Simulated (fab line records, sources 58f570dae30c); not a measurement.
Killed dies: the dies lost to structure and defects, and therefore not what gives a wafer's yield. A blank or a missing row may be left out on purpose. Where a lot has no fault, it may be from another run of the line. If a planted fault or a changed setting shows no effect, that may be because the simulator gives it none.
Which tool is to blame? / flow berkeleyCmos170 / 14 lots with 42 wafers sampled at 5 steps, on a route of 331 steps

## WHAT THE GAUGES READ, wafer by wafer
UCB170_START_BOW_MEAS_00. Usual: for INCOMING_BOW the level is -1 um and the standard deviation is 6.
lot=L608; measured=day 1 10:00; on=filmMetro-02; INCOMING_BOW (um)=1 9 -9; flag=
lot=L609; measured=day 1 15:01; on=filmMetro-02; INCOMING_BOW (um)=-2 3 3; flag=
lot=L610; measured=day 1 20:00; on=filmMetro-03; INCOMING_BOW (um)=0 4 0; flag=
lot=L611; measured=day 2 01:00; on=filmMetro-03; INCOMING_BOW (um)=-3 -7 6; flag=
lot=L612; measured=day 2 06:00; on=filmMetro-03; INCOMING_BOW (um)=-5 -8 8; flag=
lot=L614; measured=day 2 16:04; on=filmMetro-03; INCOMING_BOW (um)=-1 -5 -9; flag=
lot=L615; measured=day 2 21:01; on=filmMetro-01; INCOMING_BOW (um)=4 3 1; flag=
lot=L622; measured=day 4 08:01; on=filmMetro-01; INCOMING_BOW (um)=-4 -11 4; flag=
lot=L623; measured=day 4 13:00; on=filmMetro-03; INCOMING_BOW (um)=3 0 -7; flag=
lot=L625; measured=day 4 23:00; on=filmMetro-02; INCOMING_BOW (um)=-5 2 -1; flag=
lot=L627; measured=day 5 09:00; on=filmMetro-03; INCOMING_BOW (um)=1 7 4; flag=
lot=L628; measured=day 5 14:00; on=filmMetro-03; INCOMING_BOW (um)=-5 1 4; flag=
lot=L629; measured=day 5 19:01; on=filmMetro-02; INCOMING_BOW (um)=-15 -2 13; flag=
lot=L631; measured=day 6 05:00; on=filmMetro-03; INCOMING_BOW (um)=7 3 -3; flag=

UCB170_NWELL_THK_MEAS_02. Usual: for NWELL_OXIDE_THK the level is 26.1 nm and the standard deviation is 0.53.
lot=L608; measured=day 2 01:04; on=filmMetro-02; NWELL_OXIDE_THK (nm)=26.4 26.6 26.2; flag=
lot=L609; measured=day 2 09:49; on=filmMetro-04; NWELL_OXIDE_THK (nm)=26.5 26.3 25.9; flag=
lot=L610; measured=day 2 18:49; on=filmMetro-02; NWELL_OXIDE_THK (nm)=26.0 25.6 25.7; flag=
lot=L611; measured=day 2 22:40; on=filmMetro-02; NWELL_OXIDE_THK (nm)=25.8 26.0 25.8; flag=
lot=L612; measured=day 2 18:49; on=filmMetro-04; NWELL_OXIDE_THK (nm)=26.6 26.0 25.9; flag=
lot=L614; measured=day 3 14:09; on=filmMetro-02; NWELL_OXIDE_THK (nm)=22.9 22.8 22.7; flag=OFF
lot=L615; measured=day 3 14:08; on=filmMetro-01; NWELL_OXIDE_THK (nm)=23.1 23.0 23.3; flag=OFF
lot=L622; measured=day 5 02:38; on=filmMetro-02; NWELL_OXIDE_THK (nm)=25.7 26.0 25.3; flag=
lot=L623; measured=day 5 09:32; on=filmMetro-04; NWELL_OXIDE_THK (nm)=25.8 26.1 25.3; flag=
lot=L625; measured=day 5 16:53; on=filmMetro-04; NWELL_OXIDE_THK (nm)=26.0 25.7 26.4; flag=
lot=L627; measured=day 6 02:20; on=filmMetro-04; NWELL_OXIDE_THK (nm)=25.5 25.7 25.1; flag=
lot=L628; measured=day 6 13:08; on=filmMetro-01; NWELL_OXIDE_THK (nm)=26.8 26.5 26.5; flag=
lot=L629; measured=day 6 13:08; on=filmMetro-02; NWELL_OXIDE_THK (nm)=27.2 26.9 27.3; flag=
lot=L631; measured=day 7 07:05; on=filmMetro-01; NWELL_OXIDE_THK (nm)=26.3 26.8 26.3; flag=

UCB170_PWELL_THK_MEAS_06. Usual: for PWELL_NITRIDE_THK the level is 220.6 nm and the standard deviation is 2.1.
lot=L608; measured=day 3 07:56; on=filmMetro-01; PWELL_NITRIDE_THK (nm)=222.3 220.8 222.7; flag=
lot=L609; measured=day 3 15:37; on=filmMetro-03; PWELL_NITRIDE_THK (nm)=222.0 220.8 222.2; flag=
lot=L610; measured=day 4 00:34; on=filmMetro-04; PWELL_NITRIDE_THK (nm)=218.6 220.4 218.7; flag=
lot=L611; measured=day 4 00:34; on=filmMetro-01; PWELL_NITRIDE_THK (nm)=219.0 218.4 216.1; flag=
lot=L612; measured=day 4 00:34; on=filmMetro-03; PWELL_NITRIDE_THK (nm)=220.5 218.5 218.7; flag=
lot=L614; measured=day 4 17:13; on=filmMetro-04; PWELL_NITRIDE_THK (nm)=223.1 219.7 221.9; flag=
lot=L615; measured=day 4 17:11; on=filmMetro-03; PWELL_NITRIDE_THK (nm)=221.0 221.6 222.9; flag=
lot=L622; measured=day 6 12:22; on=filmMetro-03; PWELL_NITRIDE_THK (nm)=221.3 218.3 217.5; flag=
lot=L623; measured=day 6 12:25; on=filmMetro-03; PWELL_NITRIDE_THK (nm)=220.5 218.1 219.1; flag=
lot=L625; measured=day 7 05:41; on=filmMetro-03; PWELL_NITRIDE_THK (nm)=221.2 224.2 222.9; flag=
lot=L627; measured=day 7 21:08; on=filmMetro-01; PWELL_NITRIDE_THK (nm)=219.1 219.2 221.2; flag=
lot=L628; measured=day 8 09:28; on=filmMetro-04; PWELL_NITRIDE_THK (nm)=222.3 221.6 222.6; flag=
lot=L629; measured=day 8 09:29; on=filmMetro-01; PWELL_NITRIDE_THK (nm)=218.9 218.8 219.6; flag=
lot=L631; measured=day 8 22:31; on=filmMetro-01; PWELL_NITRIDE_THK (nm)=221.5 223.4 221.8; flag=

UCB170_FIELD_THK_MEAS_02. Usual: for FIELD_OXIDE_THK the level is 554 nm and the standard deviation is 11.
lot=L608; measured=day 5 00:58; on=filmMetro-01; FIELD_OXIDE_THK (nm)=544 537 542; flag=
lot=L609; measured=day 5 08:33; on=filmMetro-01; FIELD_OXIDE_THK (nm)=544 541 536; flag=
lot=L610; measured=day 5 23:02; on=filmMetro-04; FIELD_OXIDE_THK (nm)=572 568 563; flag=
lot=L611; measured=day 5 23:02; on=filmMetro-01; FIELD_OXIDE_THK (nm)=563 557 563; flag=
lot=L612; measured=day 5 23:02; on=filmMetro-03; FIELD_OXIDE_THK (nm)=567 567 559; flag=
lot=L614; measured=day 6 19:42; on=filmMetro-04; FIELD_OXIDE_THK (nm)=536 534 537; flag=
lot=L615; measured=day 6 19:41; on=filmMetro-03; FIELD_OXIDE_THK (nm)=551 548 557; flag=
lot=L622; measured=day 9 02:10; on=filmMetro-03; FIELD_OXIDE_THK (nm)=568 569 567; flag=
lot=L623; measured=day 9 02:09; on=filmMetro-04; FIELD_OXIDE_THK (nm)=555 561 561; flag=
lot=L625; measured=day 9 21:13; on=filmMetro-04; FIELD_OXIDE_THK (nm)=542 556 562; flag=
lot=L627; measured=day 10 07:59; on=filmMetro-01; FIELD_OXIDE_THK (nm)=583 570 572; flag=
lot=L628; measured=day 10 22:09; on=filmMetro-04; FIELD_OXIDE_THK (nm)=557 546 548; flag=
lot=L629; measured=day 10 22:10; on=filmMetro-03; FIELD_OXIDE_THK (nm)=542 553 548; flag=
lot=L631; measured=day 11 14:59; on=filmMetro-04; FIELD_OXIDE_THK (nm)=547 554 540; flag=

## WHICH TOOL RAN EACH LOT (tool, then ch and the chambers of the sampled wafers, then the start)
lot=L608; UCB170_NWELL_OXIDATION_01=furnace-04 ch 0, day 1 23:43
lot=L609; UCB170_NWELL_OXIDATION_01=furnace-01 ch 0, day 2 08:28
lot=L610; UCB170_NWELL_OXIDATION_01=furnace-02 ch 0, day 2 17:28
lot=L611; UCB170_NWELL_OXIDATION_01=furnace-02 ch 0, day 2 21:19
lot=L612; UCB170_NWELL_OXIDATION_01=furnace-02 ch 0, day 2 17:28
lot=L614; UCB170_NWELL_OXIDATION_01=furnace-02 ch 0, day 3 12:46
lot=L615; UCB170_NWELL_OXIDATION_01=furnace-02 ch 0, day 3 12:46
lot=L622; UCB170_NWELL_OXIDATION_01=furnace-01 ch 0, day 5 01:17
lot=L623; UCB170_NWELL_OXIDATION_01=furnace-04 ch 0, day 5 08:11
lot=L625; UCB170_NWELL_OXIDATION_01=furnace-01 ch 0, day 5 15:32
lot=L627; UCB170_NWELL_OXIDATION_01=furnace-01 ch 0, day 6 00:59
lot=L628; UCB170_NWELL_OXIDATION_01=furnace-04 ch 0, day 6 11:47
lot=L629; UCB170_NWELL_OXIDATION_01=furnace-04 ch 0, day 6 11:47
lot=L631; UCB170_NWELL_OXIDATION_01=furnace-04 ch 0, day 7 05:44
- UCB170_NWELL_OXIDATION_01: target thk 26.4 nm, ox time 1260 s.

## WHAT THE TOOLS THEMSELVES READ (means of the sampled wafers that have a number; where no wafer has one, the mark that the record gives instead)
The record holds no such reading with a usual standard deviation.

## THE ANSWER, worked out from the rows above alone
Rule: take the mean of a lot's wafers that have a number; if it is more than 3 standard deviations from the usual mean, the lot is off. A lot without any number at a reading at which 4 lots or more have one is off too. Where the step has rows for the other lots, those lots are counted as sound. First the gauges in route order, then the tools' own readings, where a lot's mean is used as printed above. The first step at which some lot is off is used, and at that step the reading that is off furthest; a lot without a number counts as furthest.
Off: at UCB170_NWELL_THK_MEAS_02 (NWELL_OXIDE_THK), L614, L615.
If a tool, at a process step before that reading, ran all the lots that are off and no sound lot after the first of them, it fits. Gauges at UCB170_NWELL_THK_MEAS_02: tried the same way as those tools. One fits: furnace-02 at UCB170_NWELL_OXIDATION_01. A fault onset in the window from L611 (day 2 21:19, its last sound lot) to L614 (day 3 12:46, its first lot off) fits.

## WHAT WAS PUT IN BY THE SIMULATOR
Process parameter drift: furnace-02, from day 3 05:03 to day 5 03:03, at UCB170_NWELL_OXIDATION_01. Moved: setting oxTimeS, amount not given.
Shown lots that were struck: L614, L615. The same result came from the rule above.
